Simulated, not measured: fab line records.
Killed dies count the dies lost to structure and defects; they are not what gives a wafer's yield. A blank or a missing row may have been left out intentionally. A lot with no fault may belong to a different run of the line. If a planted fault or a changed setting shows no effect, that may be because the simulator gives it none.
fab line records	flow berkeley_cmos170
record lots=14	wafers=42	last_day=10
route steps=331 shown START@4 NWELL@15 PSD@184 CONTACT@231
lots that met no fault: from a run of the same line without faults
start_h: the number of hours between the record's first day and the start of the first shown wafer of the lot	wait_h: hours from the lot's prior step to this one	" the same as in the row above	L1.1+2: a single row standing in for several wafers	- no value, or no start given	* or withheld: withheld	< > ~ a bound
route shown NAME@n: a module of which the file shows steps, and the number in the route of the first	usual: mean/standard deviation taken from wafers without a fault	same: alike in all rows	chamber/n: place in a boat	sites: the reading at each site	_std_site: the values' standard deviation	_edge_site: outer sites' mean less inner sites'	radius_mm: how far each site lies from the wafer's centre	mask NAME#n: copy n	behind: the last tool/chamber to shape the wafer	hold: the reason the lot was held/the length of the hold in hours/how it ended	device: transistor that didn't switch, given as n, p or np	end of line: at the end of the route, the tests of the same wafers	a step without rows: its recipe alone	killed: not the wafer's yield, but the dies lost to structure and defects at the first sort	map: shows each die of a wafer: x if killed, . if not, _ if none is there
set.NAME: setting as actually run; set.NAME@STEP: the setting as run at that earlier step	model.NAME: the simulator's own value behind a step, which no gauge read
the route's steps for a sample of lots (tables are steps, rows are wafers)
services: when a tool's chamber went out of use (start_h, in hours from the record's first day, below 0 if earlier), for how many hours, and the reason
## steps
# step UCB170_START_THK_MEAS_03
# recipe reads=SiO2_of_START_OXIDATION_02
# usual START_OXIDE_THK=20.0/0.37
lot.wafer	tool	chamber	start_h	wait_h	START_OXIDE_THK[nm]
L375.2	film_metro-02	-	14.36	0.0	20.3
L375.4	"	-	"	"	20.1
L375.6	"	-	"	"	20.3
L376.3	film_metro-02	-	19.75	0.0	20.0
L376.4	"	-	"	"	20.3
L376.6	"	-	"	"	20.2
L377.2	film_metro-01	-	25.33	0.0	19.9
L377.4	"	-	"	"	20.3
L377.6	"	-	"	"	20.2
L379.2	film_metro-03	-	34.76	0.0	20.3
L379.3	"	-	"	"	20.6
L379.6	"	-	"	"	20.5
L380.1	film_metro-01	-	38.49	0.0	20.3
L380.2	"	-	"	"	19.8
L380.3	"	-	"	"	20.4
L381.4	film_metro-03	-	43.62	0.0	20.0
L381.5	"	-	"	"	20.0
L381.6	"	-	"	"	20.2
L382.3	film_metro-02	-	53.70	0.0	19.6
L382.5	"	-	"	"	19.6
L382.6	"	-	"	"	19.9
L383.1	film_metro-01	-	53.72	0.0	20.1
L383.4	"	-	"	"	19.9
L383.5	"	-	"	"	20.1
L384.1	film_metro-02	-	58.41	0.0	19.9
L384.3	"	-	"	"	19.6
L384.6	"	-	"	"	20.0
L385.3	film_metro-01	-	63.30	0.0	20.5
L385.4	"	-	"	"	20.6
L385.5	"	-	"	"	20.6
L386.2	film_metro-02	-	67.34	0.0	20.3
L386.5	"	-	"	"	20.2
L386.6	"	-	"	"	20.2
L387.3	film_metro-03	-	74.16	0.0	19.3
L387.4	"	-	"	"	19.8
L387.5	"	-	"	"	19.4
L388.2	film_metro-03	-	79.19	0.0	20.4
L388.3	"	-	"	"	20.2
L388.5	"	-	"	"	20.2
L395.4	film_metro-01	-	112.59	0.1	19.6
L395.5	"	-	"	"	19.5
L395.6	"	-	"	"	19.7
# step UCB170_NWELL_OXIDATION_01
# recipe temp_c=1000	ambient=O2	target_thk_a=264	ox_time_s=1260
# usual spike_tc_centre_C=1003.0/1.3	spike_tc_load_C=1022.8/2.9	spike_tc_source_C=1024/3.3	tube_center_temp_C=999.99/0.098	tube_center_temp_C_max=1002.6/0.42	zone_power_centre_pct=48.5/1.3	zone_power_load_pct=37.2/1.9
lot.wafer	tool	chamber	start_h	wait_h	spike_tc_centre_C	spike_tc_load_C	spike_tc_source_C	tube_center_temp_C	tube_center_temp_C_max	zone_power_centre_pct	zone_power_load_pct
L375.2	furnace-04	0	22.95	3.0	1004.6	1019.5	1028	1000	1002.3	46.3	37.6
L375.4	"	0	"	"	1003.6	1018.4	1029	999.96	1003.1	46.3	38.2
L375.6	"	0	"	"	1003.9	1017.7	1030	1000.1	1002.5	47.4	37.1
L376.3	furnace-02	0	26.63	1.4	1003.7	1026.1	1019	1000	1002.2	50.5	34.4
L376.4	"	0	"	"	1003.2	1026.0	1020	1000.1	1002.7	49.9	33.6
L376.6	"	0	"	"	1003.6	1027.1	1019	1000.1	1002.6	49.9	33.6
L377.2	furnace-02	0	34.31	3.5	1004.3	1025.6	1021	999.93	1002.5	50.2	33.8
L377.4	"	0	"	"	1002.3	1025.2	1021	1000.1	1002.3	49.9	33.8
L377.6	"	0	"	"	1002.3	1027.2	1021	1000	1002.9	50.4	33.9
L379.2	furnace-03	0	44.81	3.5	1001.9	1023.1	1023	999.91	1002.6	49.7	38.7
L379.3	"	0	"	"	1001.6	1024.0	1023	999.93	1002.0	50.1	38.3
L379.6	"	0	"	"	1001.9	1022.1	1024	999.93	1002.5	49.5	38.8
L380.1	furnace-03	0	44.81	1.1	1002.9	1023.9	1024	1000.1	1002.5	49.0	38.6
L380.2	"	0	"	"	1003.4	1022.3	1024	1000.1	1002.5	49.2	38.2
L380.3	"	0	"	"	1003.8	1022.2	1026	1000.2	1003.5	49.7	37.9
L381.4	furnace-02	0	54.31	2.1	1004.3	1027.1	1022	1000.1	1002.6	50.9	33.6
L381.5	"	0	"	"	1003.0	1025.3	1021	1000.1	1003.0	50.0	32.9
L381.6	"	0	"	"	1002.6	1025.4	1019	999.91	1002.3	50.1	33.4
L382.3	furnace-03	0	61.94	1.8	1001.5	1023.7	1026	1000.2	1002.4	49.0	38.8
L382.5	"	0	"	"	1002.0	1026.1	1025	999.92	1002.8	48.3	38.1
L382.6	"	0	"	"	1001.8	1023.9	1024	1000.1	1002.7	48.5	38.4
L383.1	furnace-03	0	61.94	2.3	1001.5	1024.5	1023	999.88	1002.7	48.1	38.6
L383.4	"	0	"	"	1002.1	1023.5	1022	1000.1	1002.7	49.3	38.5
L383.5	"	0	"	"	999.8	1024.6	1024	999.98	1002.0	49.0	37.8
L384.1	furnace-03	0	64.62	1.1	1001.5	1022.4	1025	1000	1002.8	47.9	38.9
L384.3	"	0	"	"	1002.4	1024.4	1024	1000.1	1002.7	49.1	38.7
L384.6	"	0	"	"	1002.8	1024.0	1024	1000.2	1002.8	49.7	38.1
L385.3	furnace-03	0	69.82	0.0	1056.2	1079.7	1079	1054.3	1056.5	52.9	44.0
L385.4	"	0	"	"	1054.6	1076.7	1079	1054.2	1056.3	52.1	43.4
L385.5	"	0	"	"	1057.6	1077.6	1078	1054.1	1056.7	52.6	44.8
L386.2	furnace-03	0	71.17	0.7	1055.9	1077.8	1078	1054.2	1056.8	52.5	43.9
L386.5	"	0	"	"	1056.8	1078.8	1078	1054.2	1056.8	52.7	44.0
L386.6	"	0	"	"	1055.9	1079.3	1078	1054.2	1056.4	52.2	43.9
L387.3	furnace-04	0	81.00	2.0	1004.8	1019.2	1029	999.93	1003.1	46.2	37.1
L387.4	"	0	"	"	1004.0	1019.8	1030	999.95	1002.7	46.0	37.5
L387.5	"	0	"	"	1006.6	1017.9	1030	999.98	1002.3	46.5	37.7
L388.2	furnace-02	0	84.67	0.0	1004.2	1024.7	1021	999.98	1003.1	50.0	33.7
L388.3	"	0	"	"	1002.5	1025.4	1021	1000	1002.9	49.3	33.3
L388.5	"	0	"	"	1004.6	1025.1	1020	1000	1002.1	49.3	34.0
L395.4	furnace-04	0	118.01	0.4	1002.6	1018.7	1030	1000.1	1002.3	46.1	37.4
L395.5	"	0	"	"	1004.9	1019.3	1029	1000.1	1003.4	46.5	37.6
L395.6	"	0	"	"	1003.7	1016.8	1028	999.97	1002.3	46.0	37.5
# step UCB170_NWELL_THK_MEAS_02
# recipe reads=SiO2_of_NWELL_OXIDATION_01
# usual NWELL_OXIDE_THK=26.2/0.5
lot.wafer	tool	chamber	start_h	wait_h	NWELL_OXIDE_THK[nm]
L375.2	film_metro-01	-	24.31	0.0	26.1
L375.4	"	-	"	"	26.1
L375.6	"	-	"	"	26.4
L376.3	film_metro-04	-	28.00	0.0	27.3
L376.4	"	-	"	"	26.9
L376.6	"	-	"	"	27.3
L377.2	film_metro-01	-	35.67	0.0	26.7
L377.4	"	-	"	"	26.4
L377.6	"	-	"	"	26.2
L380.1	film_metro-01	-	46.16	0.0	26.2
L380.2	"	-	"	"	26.6
L380.3	"	-	"	"	26.2
L379.2	film_metro-04	-	46.17	0.0	26.1
L379.3	"	-	"	"	26.7
L379.6	"	-	"	"	26.4
L381.4	film_metro-03	-	55.69	0.0	26.2
L381.5	"	-	"	"	26.4
L381.6	"	-	"	"	26.1
L382.3	film_metro-04	-	63.33	0.0	26.0
L382.5	"	-	"	"	25.8
L382.6	"	-	"	"	26.2
L383.1	film_metro-01	-	63.34	0.1	26.8
L383.4	"	-	"	"	26.4
L383.5	"	-	"	"	26.1
L384.1	film_metro-04	-	65.97	0.0	26.0
L384.3	"	-	"	"	25.9
L384.6	"	-	"	"	25.7
L385.3	film_metro-03	-	71.19	0.0	41.2
L385.4	"	-	"	"	42.1
L385.5	"	-	"	"	41.7
L386.2	film_metro-01	-	72.53	0.0	41.7
L386.5	"	-	"	"	41.1
L386.6	"	-	"	"	41.8
L387.3	film_metro-04	-	82.37	0.0	26.3
L387.4	"	-	"	"	26.0
L387.5	"	-	"	"	25.9
L388.2	film_metro-04	-	86.03	0.0	27.3
L388.3	"	-	"	"	27.5
L388.5	"	-	"	"	27.2
L395.4	film_metro-03	-	119.39	0.0	25.3
L395.5	"	-	"	"	25.1
L395.6	"	-	"	"	25.4
# step UCB170_PSD_STRIP_09
# recipe chemistry=O2	power_w=400	pressure_mtorr=3500	platen_temp_c=withheld	o2_flow_sccm=400	overash_fraction=0.5
# usual drypump_motor_current_A=5.8/0.31	oes_product_au=0.600/0.0044	strip_time_to_endpoint_s=29.38/0.073
lot.wafer	tool	chamber	start_h	wait_h	drypump_motor_current_A	oes_product_au	rf_hours_counter_h	strip_time_to_endpoint_s
L376.3	plasma_asher-02	0	128.80	0.1	5.7	0.600	-	29.37
L376.4	"	1	"	"	5.5	0.600	-	29.51
L376.6	"	1	"	"	5.5	0.602	-	29.49
L375.2	plasma_asher-03	1	134.72	0.1	6.2	0.605	43	29.38
L375.4	"	1	"	"	6.2	0.602	-	29.44
L375.6	"	1	"	"	6.2	0.595	-	29.44
L377.2	plasma_asher-01	0	144.81	0.1	5.8	0.586	33	29.43
L377.4	"	0	"	"	5.8	0.602	-	29.55
L377.6	"	0	"	"	5.8	0.604	-	29.47
L383.1	plasma_asher-03	0	161.83	0.1	6.2	0.607	47	29.32
L383.4	"	1	"	"	6.2	0.604	-	29.33
L383.5	"	1	"	"	6.2	0.608	-	29.36
L380.1	plasma_asher-01	1	162.04	0.1	5.5	0.605	35	29.46
L380.2	"	0	"	"	5.8	0.602	35	29.34
L380.3	"	1	"	"	5.5	0.597	-	29.33
L384.1	plasma_asher-03	0	162.11	0.1	6.2	0.597	47	29.42
L384.3	"	1	"	"	6.2	0.598	-	29.32
L384.6	"	1	"	"	6.1	0.599	-	29.44
L382.3	plasma_asher-02	0	162.41	0.1	5.6	0.607	-	29.32
L382.5	"	1	"	"	5.5	0.593	-	29.25
L382.6	"	0	"	"	5.7	0.601	-	29.33
L379.2	plasma_asher-03	0	162.76	0.1	6.2	0.596	47	29.34
L379.3	"	0	"	"	6.2	0.600	-	29.38
L379.6	"	1	"	"	6.1	0.603	-	29.38
L381.4	plasma_asher-01	1	162.96	0.1	5.5	0.607	-	29.45
L381.5	"	1	"	"	5.5	0.599	-	29.45
L381.6	"	0	"	"	5.8	0.598	-	29.38
L386.2	plasma_asher-02	0	173.75	0.1	5.7	0.600	48	29.37
L386.5	"	0	"	"	5.7	0.603	-	29.32
L386.6	"	1	"	"	5.5	0.596	-	29.34
L385.3	plasma_asher-01	1	174.05	0.1	5.5	0.602	-	29.52
L385.4	"	0	"	"	5.8	0.602	-	29.51
L385.5	"	1	"	"	5.4	0.591	-	29.46
L387.3	plasma_asher-03	1	178.72	0.1	6.2	0.593	-	29.29
L387.4	"	0	"	"	6.2	0.596	-	29.33
L387.5	"	1	"	"	6.2	0.600	-	29.29
L388.2	plasma_asher-01	0	178.81	0.1	5.8	0.601	38	29.40
L388.3	"	0	"	"	5.8	0.600	-	29.44
L388.5	"	1	"	"	5.5	0.609	-	29.40
L395.4	plasma_asher-01	0	217.98	0.1	5.8	0.596	-	29.39
L395.5	"	1	"	"	5.5	0.591	-	29.29
L395.6	"	0	"	"	5.8	0.598	-	29.37
# step UCB170_CONTACT_CD_MEAS_15
# recipe target_cd_nm=700
# usual cd_nm=700.2/1.3
lot.wafer	tool	chamber	start_h	wait_h	cd_nm
L375.2	cd_sem-02	-	145.50	-	699.2
L375.4	"	-	"	"	699.4
L375.6	"	-	"	"	699.9
L376.3	cd_sem-02	-	146.46	-	700.4
L376.4	"	-	"	"	700.6
L376.6	"	-	"	"	700.2
L377.2	cd_sem-01	-	154.40	-	700.1
L377.4	"	-	"	"	701.2
L377.6	"	-	"	"	700.8
L383.1	cd_sem-02	-	170.74	-	699.7
L383.4	"	-	"	"	701.5
L383.5	"	-	"	"	700.0
L384.1	cd_sem-02	-	172.36	-	700.2
L384.3	"	-	"	"	699.6
L384.6	"	-	"	"	699.2
L380.1	cd_sem-01	-	172.44	-	700.1
L380.2	"	-	"	"	699.9
L380.3	"	-	"	"	700.1
L382.3	cd_sem-02	-	172.56	-	701.8
L382.5	"	-	"	"	701.5
L382.6	"	-	"	"	701.1
L381.4	cd_sem-01	-	174.32	-	700.7
L381.5	"	-	"	"	699.7
L381.6	"	-	"	"	699.4
L379.2	cd_sem-01	-	174.55	-	699.1
L379.3	"	-	"	"	700.5
L379.6	"	-	"	"	699.9
L386.2	cd_sem-02	-	183.27	-	700.3
L386.5	"	-	"	"	700.9
L386.6	"	-	"	"	701.7
L385.3	cd_sem-02	-	183.56	-	702.3
L385.4	"	-	"	"	702.2
L385.5	"	-	"	"	703.2
L388.2	cd_sem-01	-	190.19	-	698.2
L388.3	"	-	"	"	698.9
L388.5	"	-	"	"	700.6
L387.3	cd_sem-01	-	192.82	-	698.0
L387.4	"	-	"	"	699.8
L387.5	"	-	"	"	698.8
L395.4	cd_sem-01	-	226.03	-	702.4
L395.5	"	-	"	"	702.3
L395.6	"	-	"	"	703.4
## services
tool	chamber	start_h	hours	kind
plasma_asher-01	-	9.71	0.4	repair
plasma_asher-01	-	10.16	15.6	pm
furnace-02	-	11.61	3.6	pm
plasma_asher-03	-	38.97	3.6	repair
furnace-04	-	48.03	2.9	pm
furnace-03	-	52.00	4.4	pm
plasma_asher-01	-	60.32	1.2	repair
furnace-02	-	177.44	3.2	pm
furnace-02	-	180.60	2.3	pm
furnace-03	-	191.45	4.0	pm
plasma_asher-01	-	211.22	0.7	repair
plasma_asher-02	-	215.74	5.9	repair
## key
first_sign step=UCB170_NWELL_OXIDATION_01	reading=tube_center_temp_C	direction=up	sigmas=99+	usual=*	struck=*
effect step=UCB170_NWELL_OXIDATION_01	reading=tube_center_temp_C_max	direction=up	sigmas=99+	usual=*	struck=*
effect step=UCB170_NWELL_THK_MEAS_02	reading=NWELL_OXIDE_THK	direction=up	sigmas=31	usual=26.2	struck=41.6
met_at UCB170_NWELL_OXIDATION_01
struck_lots L385,L386
tester_left_out L385,L386
not_acting_at UCB170_START_THK_MEAS_03,UCB170_PSD_STRIP_09,UCB170_CONTACT_CD_MEAS_15
onset_between 64.62 69.82
fault kind=process_parameter_drift	tool=furnace-03	chamber=-	onset_h=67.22	steps=UCB170_NWELL_OXIDATION_01	channel=temp_c	offset=*	shape=step	end_h=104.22	acts_in=*	stated=*
# tester_left_out: of these lots the tester's yield and bins aren't shown, on N5 and GAA mostly nor the transistor test; their killed dies are dies lost to structure and defects alone, not to doping, threshold or leakage, so they don't give the yield
